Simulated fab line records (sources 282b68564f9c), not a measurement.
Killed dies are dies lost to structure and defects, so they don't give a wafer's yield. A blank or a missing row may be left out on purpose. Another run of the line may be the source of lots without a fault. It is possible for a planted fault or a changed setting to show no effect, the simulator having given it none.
Which tool is to blame?	flow rit cmos	14 lots, 42 wafers sampled, at 2 steps of a route of 202

## WHAT THE GAUGES SHOWED, per wafer
RIT_NRETRO_TW_MEAS_10. Usual: NRETRO_TW typically reads 1066, with standard deviation 7.
lot	measured	on	NRETRO_TW	flag
L122	day 2 06:07	film metro-02	1064 1066 1058	
L123	day 2 11:40	film metro-03	1056 1059 1056	
L124	day 2 17:40	film metro-03	1055 1054 1060	
L126	day 3 02:04	film metro-02	1064 1063 1065	
L128	day 3 12:11	film metro-02	1065 1064 1061	
L130	day 3 23:50	film metro-03	1056 1063 1062	
L133	day 4 14:32	film metro-04	1091 1091 1095	OFF
L135	day 5 00:34	film metro-03	1092 1088 1095	OFF
L138	day 5 17:47	film metro-03	1072 1061 1070	
L141	day 6 06:53	film metro-04	1065 1066 1073	
L142	day 6 12:37	film metro-04	1070 1071 1068	
L143	day 6 16:30	film metro-02	1069 1066 1067	
L144	day 6 19:59	film metro-04	1074 1068 1071	
L145	day 7 01:40	film metro-02	1072 1069 1071	

## EACH LOT AND THE TOOL THAT RAN IT (in order: tool; ch and the chambers of the sampled wafers; start)
lot	RIT_NRETRO_IMPLANT_08
L122	implanter-02 ch 0, day 2 05:47
L123	implanter-01 ch 0, day 2 11:22
L124	implanter-02 ch 0, day 2 17:20
L126	implanter-04 ch 0, day 3 01:46
L128	implanter-01 ch 0, day 3 11:53
L130	implanter-01 ch 0, day 3 23:31
L133	implanter-04 ch 0, day 4 14:13
L135	implanter-04 ch 0, day 5 00:15
L138	implanter-01 ch 0, day 5 17:27
L141	implanter-01 ch 0, day 6 06:34
L142	implanter-01 ch 0, day 6 12:17
L143	implanter-01 ch 0, day 6 16:13
L144	implanter-02 ch 0, day 6 19:41
L145	implanter-02 ch 0, day 7 01:20
- RIT_NRETRO_IMPLANT_08

## AS READ BY THE TOOLS THEMSELVES (means over the sampled wafers that have a number; for cases with no such wafer, the mark the record gives instead)
RIT_NRETRO_IMPLANT_08. Usual: beam energy keV at 70.005, with a standard deviation of 0.022.
lot	tool	beam energy keV	flag
L122	implanter-02	70.013	
L123	implanter-01	70.003	
L124	implanter-02	70.005	
L126	implanter-04	70.011	
L128	implanter-01	70.004	
L130	implanter-01	70.028	
L133	implanter-04	76.251	OFF
L135	implanter-04	76.249	OFF
L138	implanter-01	70.015	
L141	implanter-01	69.963	
L142	implanter-01	70.002	
L143	implanter-01	70.012	
L144	implanter-02	70.042	
L145	implanter-02	69.962	

## THE ANSWER, worked out from the rows above alone
Rule: a lot counts as off when the mean over its wafers that have a number is more than 3 standard deviations away from the usual mean. A lot without any number at a reading at which 4 lots or more have one is off too. Any other lot the step has rows for is counted as sound. Order of review: gauges by route order, followed by the tools' own readings, for which a lot's mean as printed above is used. At the first step where some lot is off, the reading lying furthest off is the one used; lots without a number count as furthest.
Off: L133, L135, at RIT_NRETRO_TW_MEAS_10 (NRETRO_TW).
A tool fits if, at a process step before that reading, it ran every lot that is off, and no sound lot after the first of them. The gauges at RIT_NRETRO_TW_MEAS_10 aren't tried: what is off there is off at RIT_NRETRO_IMPLANT_08 too, on other tools, and a gauge's error can't cause that. One fits: RIT_NRETRO_IMPLANT_08 on implanter-04. Its last sound lot is L126 (day 3 01:46), its first lot that is off L133 (day 4 14:13): a fault that began between those two fits.
The tool's own readings at RIT_NRETRO_IMPLANT_08 bear it out: on the lots that are off they differ by more than 5 times the standard deviation of the sound lots' means. beam energy keV reads 76.250 there against 70.005 on the sound lots.

## WHAT THE SIMULATOR HAD PUT IN
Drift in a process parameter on implanter-04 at RIT_NRETRO_IMPLANT_08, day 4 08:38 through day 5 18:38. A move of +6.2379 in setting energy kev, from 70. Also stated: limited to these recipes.
Shown lots that were struck: L133, L135. The rule above reached the same finding.
